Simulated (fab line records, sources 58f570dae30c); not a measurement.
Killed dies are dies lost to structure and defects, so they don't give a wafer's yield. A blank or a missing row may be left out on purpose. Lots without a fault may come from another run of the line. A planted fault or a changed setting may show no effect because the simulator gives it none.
A struck lot beside a sound one | flow berkeley_cmos170 | 15 steps out of a route of 331
Sound: wafers L900.3, L900.4, L900.5. Struck: wafers L902.2, L902.3, L902.4. The cause comes at the end.
At each step with rows: each side's tool, then ch and its chambers, then its first start. Under that, the readings that differ: sound wafers | struck wafers | difference of the means | sigmas: that difference in standard deviations of wafers without a fault.
alike: readings whose means differ by less than 2 such deviations, and words and numbers that are the same on both sides. not compared: withheld readings, readings that some wafer has no value for, bounds like >300 that may hide the same value, and numbers for which the record gives no deviation and whose values overlap.
The two part at a step that has a row with sigmas, a row that says differs or no value, or rows on one side only. Numbers that don't overlap but have no deviation are shown without sigmas and don't part them. A reading that every wafer of one side lacks parts them only if that side has two wafers or more.

first, 1 step without rows for these wafers: UCB170_PLDD_IMPLANT_09.
UCB170_PLDD_STRIP_10: strips in O2.
  sound on plasma_asher-04 ch 0,1, day 9 00:09; struck on plasma_asher-02 ch 0,1, day 9 13:08
  alike: chamber_pressure_mTorr, drypump_motor_current_A, oes_product_au, strip_time_to_endpoint_s
  not compared: rf_hours_counter_h
UCB170_PLDD_TW_MEAS_11:
  sound on film_metro-03, day 9 00:14; struck on film_metro-02, day 9 13:15
  alike: PLDD_TW
then, 7 steps without rows for these wafers: UCB170_PLDD_CLEAN_12 (cleans in SPM, time 600 s); UCB170_NLDD_HMDS_00 (prime time 60 s); UCB170_NLDD_COAT_01 (resist thk 900 nm); UCB170_NLDD_SOFTBAKE_02 (time 60 s); UCB170_NLDD_EXPOSE_03 (exposes mask NSELECT, target cd 1200 nm); UCB170_NLDD_PEB_04; UCB170_NLDD_DEVELOP_05 (develop time 45 s).
UCB170_NLDD_CD_MEAS_06: target cd 1200 nm.
  sound on cd_sem-02, day 9 01:40; struck on cd_sem-01, day 9 15:04
  alike: cd_nm
UCB170_NLDD_OVL_MEAS_07:
  sound on overlay-01, day 9 01:46; struck on overlay-02, day 9 15:10
  alike: NLDD_OVL
UCB170_NLDD_IMPLANT_08:
  sound on implanter-03 ch 0, day 9 01:50; struck on implanter-03 ch 0, day 9 15:14
  reading                   | sound                | struck               | difference | sigmas
  beam_energy_keV           | 30.008 29.980 29.988 | 29.005 28.998 28.982 | -0.997     | -99 or more
  model.implant.rp_nm (nm)  | 21.17 21.17 21.17    | 20.97 20.97 20.97    | -0.20      |
  model.implant.drp_nm (nm) | 9.611 9.611 9.611    | 9.375 9.375 9.375    | -0.236     |
  alike: end_station_pressure_torr
then, 1 step without rows for these wafers: UCB170_NLDD_IMPLANT_09.
UCB170_M3_PROBE_99:
  the record has rows for the struck wafers here (prober-01, day 11 04:04) and none for the sound ones

WHERE THEY PART
First at UCB170_NLDD_IMPLANT_08; last, within this record, at UCB170_M3_PROBE_99.

WHY: what the simulator had put in
Process parameter drift: implanter-03, from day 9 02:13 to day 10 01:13, at UCB170_NLDD_IMPLANT_08. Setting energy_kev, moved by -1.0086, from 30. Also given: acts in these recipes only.
